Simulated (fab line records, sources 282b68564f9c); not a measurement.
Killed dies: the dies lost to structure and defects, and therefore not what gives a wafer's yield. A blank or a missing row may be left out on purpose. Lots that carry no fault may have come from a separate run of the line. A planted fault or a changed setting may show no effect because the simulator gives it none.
A lot that was struck, set against a sound lot ; flow ritCmos ; 19 out of 202 route steps
Sound: these wafers, L470.1, L470.4, L470.6. The struck wafers were L487.3, L487.4, L487.6. The cause is given at the end.
Per side, at each step with rows, come the tool, then ch with its chambers, and then its first start. Under that, the readings that differ: sound wafers ; struck wafers ; difference of the means ; sigmas: that difference in standard deviations of wafers without a fault.
alike: same words and numbers on both sides, and readings whose means sit less than 2 such deviations apart. not compared: any withheld reading, any reading some wafer has no value for, any bound like >300 that may hide the same value, and any number with overlapping values for which the record gives no deviation.
The two part at a step that has a row with sigmas, a row that says differs or no value, or rows on one side only. Numbers that don't overlap but have no deviation are shown without sigmas and don't part them. Lack of a reading on every wafer of one side parts them only where that side has two or more wafers.

first, 3 steps without rows for these wafers: RIT_GATE_CLEAN_02 (cleans in dHF, time 30 s); RIT_GATE_CLEAN_03 (cleans in SC2, time 600 s); RIT_GATE_CLEAN_04 (cleans in dHF, time 60 s).
RIT_FOX2_THK_MEAS_91:
  sound on filmMetro-04 at day 2 19:32; struck on filmMetro-03 at day 6 06:20
  alike: FIELD_OXIDE_LEFT_2_THK
then, 2 steps without rows for these wafers: RIT_GATE_OXIDATION_05 (target thk 3 nm, ox time 270 s); RIT_GATE_ANNEAL_06 (time 600 s).
RIT_GATE_THK_MEAS_07:
  sound on filmMetro-01 at day 2 23:22; struck on filmMetro-01 at day 6 08:24
  alike: GATE_OXIDE_THK
then, 1 step without rows for these wafers: RIT_GATE_CVD_08 (deposits poly-Si from SiH4, target thk 250 nm, time 2220 s).
RIT_GATE_THK_MEAS_09:
  sound on filmMetro-01 at day 3 01:02; struck on filmMetro-01 at day 6 10:53
  alike: GATE_POLY_THK
then, 3 steps without rows for these wafers: RIT_GATE_HMDS_10 (prime time 60 s); RIT_GATE_COAT_11 (resist thk 850 nm); RIT_GATE_SOFTBAKE_12 (time 60 s).
RIT_GATE_EXPOSE_13: exposes mask M6, target cd 150 nm.
  sound on ilineStepper-01 ch 0, day 3 01:33; struck on ilineStepper-01 ch 0, day 6 11:33
reading;sound;struck;difference;sigmas
model.GATE.overlayXNm (nm);-0.8547 -0.8547 -0.8547;129.1 129.1 129.1;+130.0;
  alike: mask, exposureDoseMJCm2
then, 2 steps without rows for these wafers: RIT_GATE_PEB_14; RIT_GATE_DEVELOP_15 (develop time 50 s).
RIT_GATE_CD_MEAS_16: target cd 150 nm.
  sound on cdSem-01 at day 3 01:57; struck on cdSem-02 at day 6 11:57
  alike: cdNm
RIT_GATE_OVL_MEAS_17:
  sound on overlay-02 at day 3 02:04; struck on overlay-02 at day 6 12:02
reading;sound;struck;difference;sigmas
GATE_OVL (nm);-0.8 -0.9 -0.2;128.6 128.6 129.4;+129.5;+99 or more
then, 1 step without rows for these wafers: RIT_GATE_HARDBAKE_18 (time 60 s).
RIT_M1_PROBE_99:
  sound on prober-02 at day 3 22:16; struck on prober-01 at day 7 09:32
reading;sound;struck;difference;sigmas
model.etest.nldd.widthNm (nm);3170 3160 3158;3150 3142 3132;-21;
model.etest.pldd.widthNm (nm);3156 3154 3164;3132 3147 3126;-23;
model.etest.selectEdgeDiodeN.leakLog10A (angstrom);-10.13 -9.993 -9.963;-7.257 -7.686 -7.142;+2.667;
model.etest.selectEdgeDiodeP.leakLog10A (angstrom);-10.37 -10.37 -10.43;-7.945 -8.461 -7.822;+2.314;
model.etest.gateEndArray.leakLog10AUm;-13.32 -13.2 -12.81;-12.13 -11.93 -12.04;+1.08;
  alike: killedAtFrontEnd, killedDies, killedOnRim, killedOpen, killedShort

WHERE THEY PART
RIT_GATE_OVL_MEAS_17 only, going by this record. Later steps at which nothing parts them and some readings are alike: RIT_M1_PROBE_99.

WHY: what had been put in by the simulator
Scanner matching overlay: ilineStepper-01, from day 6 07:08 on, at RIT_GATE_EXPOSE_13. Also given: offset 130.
